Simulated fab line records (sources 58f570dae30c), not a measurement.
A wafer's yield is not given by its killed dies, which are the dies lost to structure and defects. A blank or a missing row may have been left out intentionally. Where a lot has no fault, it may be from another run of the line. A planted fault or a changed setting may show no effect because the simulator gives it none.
What tool caused it? :: flow berkeley_cmos170 :: 45 wafers from 15 lots sampled at 5 of the route's 331 steps

## WHAT THE GAUGES READ, wafer by wafer
UCB170_CONTACT_CD_MEAS_15: the cd target is 700 nm. Usual: cd_nm reads 700.1 nm (standard deviation 1.1).
lot: L116
measured: day 8 06:26
on: cd_sem-01
cd_nm (nm): 701.1 700.9 700.7
flag: 

lot: L118
measured: day 9 00:57
on: cd_sem-02
cd_nm (nm): 701.3 701.0 699.5
flag: 

lot: L119
measured: day 9 01:27
on: cd_sem-02
cd_nm (nm): 698.9 700.7 700.9
flag: 

lot: L120
measured: day 9 11:34
on: cd_sem-02
cd_nm (nm): 702.7 702.8 701.7
flag: 

lot: L121
measured: day 9 11:52
on: cd_sem-01
cd_nm (nm): 700.9 700.7 699.8
flag: 

lot: L122
measured: day 9 18:48
on: cd_sem-01
cd_nm (nm): 699.9 699.4 700.2
flag: 

lot: L123
measured: day 9 19:06
on: cd_sem-02
cd_nm (nm): 700.3 701.7 700.6
flag: 

lot: L125
measured: day 10 00:59
on: cd_sem-01
cd_nm (nm): 700.8 700.9 700.5
flag: 

lot: L128
measured: day 10 15:29
on: cd_sem-02
cd_nm (nm): 699.9 700.2 700.0
flag: 

lot: L131
measured: day 11 00:38
on: cd_sem-02
cd_nm (nm): 701.0 699.6 700.8
flag: 

lot: L133
measured: day 12 07:07
on: cd_sem-01
cd_nm (nm): 700.5 700.4 699.2
flag: 

lot: L134
measured: day 12 07:17
on: cd_sem-02
cd_nm (nm): 698.1 699.5 698.3
flag: 

lot: L136
measured: day 12 10:49
on: cd_sem-02
cd_nm (nm): 699.0 700.6 699.3
flag: 

lot: L138
measured: day 12 12:01
on: cd_sem-01
cd_nm (nm): 699.2 700.0 698.5
flag: 

lot: L139
measured: day 13 08:28
on: cd_sem-01
cd_nm (nm): 697.5 699.6 699.1
flag: 

UCB170_M1_THK_MEAS_02: measures by xrf. Usual: for M1_AL_THK the level is 596 nm and the standard deviation is 5.8.
lot: L116
measured: day 8 07:58
on: film_metro-02
M1_AL_THK (nm): 595 598 601
flag: 

lot: L118
measured: day 9 01:51
on: film_metro-01
M1_AL_THK (nm): 584 591 593
flag: 

lot: L119
measured: day 9 02:21
on: film_metro-02
M1_AL_THK (nm): 599 597 592
flag: 

lot: L120
measured: day 9 12:27
on: film_metro-04
M1_AL_THK (nm): 586 586 592
flag: 

lot: L121
measured: day 9 12:47
on: film_metro-01
M1_AL_THK (nm): 604 603 602
flag: 

lot: L122
measured: day 9 19:42
on: film_metro-01
M1_AL_THK (nm): 600 601 597
flag: 

lot: L123
measured: day 9 19:59
on: film_metro-04
M1_AL_THK (nm): 600 596 598
flag: 

lot: L125
measured: day 10 01:52
on: film_metro-01
M1_AL_THK (nm): 593 592 590
flag: 

lot: L128
measured: day 10 16:22
on: film_metro-04
M1_AL_THK (nm): 597 594 590
flag: 

lot: L131
measured: day 11 01:31
on: film_metro-02
M1_AL_THK (nm): 595 600 598
flag: 

lot: L133
measured: day 12 08:12
on: film_metro-01
M1_AL_THK (nm): 604 611 600
flag: 

lot: L134
measured: day 12 08:11
on: film_metro-04
M1_AL_THK (nm): 598 599 592
flag: 

lot: L136
measured: day 12 11:43
on: film_metro-01
M1_AL_THK (nm): 597 593 591
flag: 

lot: L138
measured: day 12 12:54
on: film_metro-02
M1_AL_THK (nm): 594 599 598
flag: 

lot: L139
measured: day 13 09:26
on: film_metro-02
M1_AL_THK (nm): 593 596 589
flag: 

UCB170_M1_CD_MEAS_90: the cd target is 700 nm. Usual: cd_nm reads 699.2 nm (standard deviation 2.1).
lot: L116
measured: day 8 09:22
on: cd_sem-02
cd_nm (nm): 703.3 701.3 700.3
flag: 

lot: L118
measured: day 9 04:11
on: cd_sem-01
cd_nm (nm): 700.9 696.8 697.1
flag: 

lot: L119
measured: day 9 04:55
on: cd_sem-02
cd_nm (nm): 701.0 701.3 701.3
flag: 

lot: L120
measured: day 9 14:10
on: cd_sem-01
cd_nm (nm): 696.7 695.4 695.1
flag: 

lot: L121
measured: day 9 14:44
on: cd_sem-01
cd_nm (nm): 696.0 698.7 698.3
flag: 

lot: L122
measured: day 9 21:12
on: cd_sem-02
cd_nm (nm): 698.8 697.7 701.7
flag: 

lot: L123
measured: day 9 21:28
on: cd_sem-01
cd_nm (nm): 698.2 697.4 701.4
flag: 

lot: L125
measured: day 10 04:02
on: cd_sem-02
cd_nm (nm): 700.8 698.0 693.4
flag: 

lot: L128
measured: day 10 19:04
on: cd_sem-01
cd_nm (nm): 700.6 700.6 694.5
flag: 

lot: L131
measured: day 11 03:46
on: cd_sem-01
cd_nm (nm): 697.5 693.1 700.6
flag: 

lot: L133
measured: day 12 09:48
on: cd_sem-02
cd_nm (nm): 699.0 695.6 696.2
flag: 

lot: L134
measured: day 12 09:31
on: cd_sem-02
cd_nm (nm): 699.3 699.5 703.3
flag: 

lot: L136
measured: day 12 13:05
on: cd_sem-01
cd_nm (nm): 699.6 699.0 698.7
flag: 

lot: L138
measured: day 12 14:19
on: cd_sem-01
cd_nm (nm): 697.5 698.5 697.7
flag: 

lot: L139
measured: day 13 11:04
on: cd_sem-02
cd_nm (nm): 699.9 700.7 698.8
flag: 

## EACH LOT AND THE TOOL THAT RAN IT (in order: tool; ch and the chambers of the sampled wafers; start)
lot: L116
UCB170_M1_SPUTTER_00: pvd_sputter-03, day 8 07:46
UCB170_M1_METAL_ETCH_12: rie_metal-02 ch 0,1, day 8 09:08

lot: L118
UCB170_M1_SPUTTER_00: pvd_sputter-02, day 9 01:40
UCB170_M1_METAL_ETCH_12: rie_metal-01 ch 0,1, day 9 03:57

lot: L119
UCB170_M1_SPUTTER_00: pvd_sputter-01, day 9 02:10
UCB170_M1_METAL_ETCH_12: rie_metal-02 ch 0,1, day 9 04:40

lot: L120
UCB170_M1_SPUTTER_00: pvd_sputter-02, day 9 12:16
UCB170_M1_METAL_ETCH_12: rie_metal-01 ch 0,1, day 9 13:55

lot: L121
UCB170_M1_SPUTTER_00: pvd_sputter-01, day 9 12:36
UCB170_M1_METAL_ETCH_12: rie_metal-04 ch 0,1, day 9 14:31

lot: L122
UCB170_M1_SPUTTER_00: pvd_sputter-02, day 9 19:31
UCB170_M1_METAL_ETCH_12: rie_metal-02 ch 0,1, day 9 20:55

lot: L123
UCB170_M1_SPUTTER_00: pvd_sputter-01, day 9 19:47
UCB170_M1_METAL_ETCH_12: rie_metal-01 ch 0,1, day 9 21:12

lot: L125
UCB170_M1_SPUTTER_00: pvd_sputter-01, day 10 01:41
UCB170_M1_METAL_ETCH_12: rie_metal-01 ch 0,1, day 10 03:47

lot: L128
UCB170_M1_SPUTTER_00: pvd_sputter-01, day 10 16:11
UCB170_M1_METAL_ETCH_12: rie_metal-01 ch 0,1, day 10 18:49

lot: L131
UCB170_M1_SPUTTER_00: pvd_sputter-02, day 11 01:20
UCB170_M1_METAL_ETCH_12: rie_metal-01 ch 0,1, day 11 03:16

lot: L133
UCB170_M1_SPUTTER_00: pvd_sputter-03, day 12 08:01
UCB170_M1_METAL_ETCH_12: rie_metal-02 ch 0,1, day 12 09:34

lot: L134
UCB170_M1_SPUTTER_00: pvd_sputter-02, day 12 08:01
UCB170_M1_METAL_ETCH_12: rie_metal-04 ch 0,1, day 12 09:17

lot: L136
UCB170_M1_SPUTTER_00: pvd_sputter-03, day 12 11:32
UCB170_M1_METAL_ETCH_12: rie_metal-04 ch 0,1, day 12 12:51

lot: L138
UCB170_M1_SPUTTER_00: pvd_sputter-02, day 12 12:42
UCB170_M1_METAL_ETCH_12: rie_metal-02 ch 0,1, day 12 14:05

lot: L139
UCB170_M1_SPUTTER_00: pvd_sputter-03, day 13 09:15
UCB170_M1_METAL_ETCH_12: rie_metal-02 ch 0,1, day 13 10:47
- UCB170_M1_SPUTTER_00: material Al, target thk 600 nm, time 80 s.
- UCB170_M1_METAL_ETCH_12: etches Al in Cl2/BCl3, stops on PSG, target depth 780 nm, time 130 s.

## AS READ BY THE TOOLS THEMSELVES (means over the sampled wafers that have a number; for cases with no such wafer, the mark the record gives instead)
UCB170_M1_SPUTTER_00. Usual: throttle_valve_pct reads 30.0 % (standard deviation 1.1).
lot: L116
tool: pvd_sputter-03
throttle_valve_pct (%): 30.3
flag: 

lot: L118
tool: pvd_sputter-02
throttle_valve_pct (%): 29.4
flag: 

lot: L119
tool: pvd_sputter-01
throttle_valve_pct (%): 30.7
flag: 

lot: L120
tool: pvd_sputter-02
throttle_valve_pct (%): 29.2
flag: 

lot: L121
tool: pvd_sputter-01
throttle_valve_pct (%): 30.5
flag: 

lot: L122
tool: pvd_sputter-02
throttle_valve_pct (%): 29.1
flag: 

lot: L123
tool: pvd_sputter-01
throttle_valve_pct (%): 30.3
flag: 

lot: L125
tool: pvd_sputter-01
throttle_valve_pct (%): 30.5
flag: 

lot: L128
tool: pvd_sputter-01
throttle_valve_pct (%): 30.4
flag: 

lot: L131
tool: pvd_sputter-02
throttle_valve_pct (%): 29.6
flag: 

lot: L133
tool: pvd_sputter-03
throttle_valve_pct (%): 29.3
flag: 

lot: L134
tool: pvd_sputter-02
throttle_valve_pct (%): 29.0
flag: 

lot: L136
tool: pvd_sputter-03
throttle_valve_pct (%): 30.0
flag: 

lot: L138
tool: pvd_sputter-02
throttle_valve_pct (%): 29.9
flag: 

lot: L139
tool: pvd_sputter-03
throttle_valve_pct (%): 30.2
flag: 

UCB170_M1_METAL_ETCH_12. Usual: drypump_motor_current_A 5.4 A, standard deviation 0.44; oes_product_au 0.848 a.u., standard deviation 0.014; throttle_valve_pct 24.48 %, standard deviation 0.18.
lot: L116
tool: rie_metal-02
drypump_motor_current_A (A): 5.2
oes_product_au (a.u.): 0.844
throttle_valve_pct (%): 24.69
flag: 

lot: L118
tool: rie_metal-01
drypump_motor_current_A (A): 5.8
oes_product_au (a.u.): 0.852
throttle_valve_pct (%): 24.41
flag: 

lot: L119
tool: rie_metal-02
drypump_motor_current_A (A): 5.4
oes_product_au (a.u.): 0.844
throttle_valve_pct (%): 24.64
flag: 

lot: L120
tool: rie_metal-01
drypump_motor_current_A (A): 5.8
oes_product_au (a.u.): 0.831
throttle_valve_pct (%): 24.38
flag: 

lot: L121
tool: rie_metal-04
drypump_motor_current_A (A): 5.3
oes_product_au (a.u.): 0.863
throttle_valve_pct (%): 24.35
flag: 

lot: L122
tool: rie_metal-02
drypump_motor_current_A (A): 5.4
oes_product_au (a.u.): 0.838
throttle_valve_pct (%): 24.63
flag: 

lot: L123
tool: rie_metal-01
drypump_motor_current_A (A): 5.7
oes_product_au (a.u.): 0.854
throttle_valve_pct (%): 24.40
flag: 

lot: L125
tool: rie_metal-01
drypump_motor_current_A (A): 5.8
oes_product_au (a.u.): 0.819
throttle_valve_pct (%): 24.39
flag: 

lot: L128
tool: rie_metal-01
drypump_motor_current_A (A): 5.8
oes_product_au (a.u.): 0.817
throttle_valve_pct (%): 24.38
flag: 

lot: L131
tool: rie_metal-01
drypump_motor_current_A (A): 5.9
oes_product_au (a.u.): 0.823
throttle_valve_pct (%): 24.38
flag: 

lot: L133
tool: rie_metal-02
drypump_motor_current_A (A): 5.2
oes_product_au (a.u.): 0.847
throttle_valve_pct (%): 24.67
flag: 

lot: L134
tool: rie_metal-04
drypump_motor_current_A (A): 5.3
oes_product_au (a.u.): 0.852
throttle_valve_pct (%): 24.35
flag: 

lot: L136
tool: rie_metal-04
drypump_motor_current_A (A): 5.0
oes_product_au (a.u.): 0.848
throttle_valve_pct (%): 24.50
flag: 

lot: L138
tool: rie_metal-02
drypump_motor_current_A (A): 5.2
oes_product_au (a.u.): 0.840
throttle_valve_pct (%): 24.70
flag: 

lot: L139
tool: rie_metal-02
drypump_motor_current_A (A): 5.4
oes_product_au (a.u.): 0.838
throttle_valve_pct (%): 24.64
flag: 

## THE ANSWER, worked out from the rows above alone
Rule: a lot counts as off when the mean over its wafers that have a number is more than 3 standard deviations away from the usual mean. Also off: a lot with no number at a reading for which 4 or more lots have one. The other lots that the step has rows for count as sound. The gauges are gone through in route order, then the tools' own readings, and for those a lot's mean is taken as printed above. At the first step where some lot is off, the reading lying furthest off is the one used; lots without a number count as furthest.
None of the lots is off at any reading shown; this tells nothing.

## WHAT THE SIMULATOR HAD INSERTED
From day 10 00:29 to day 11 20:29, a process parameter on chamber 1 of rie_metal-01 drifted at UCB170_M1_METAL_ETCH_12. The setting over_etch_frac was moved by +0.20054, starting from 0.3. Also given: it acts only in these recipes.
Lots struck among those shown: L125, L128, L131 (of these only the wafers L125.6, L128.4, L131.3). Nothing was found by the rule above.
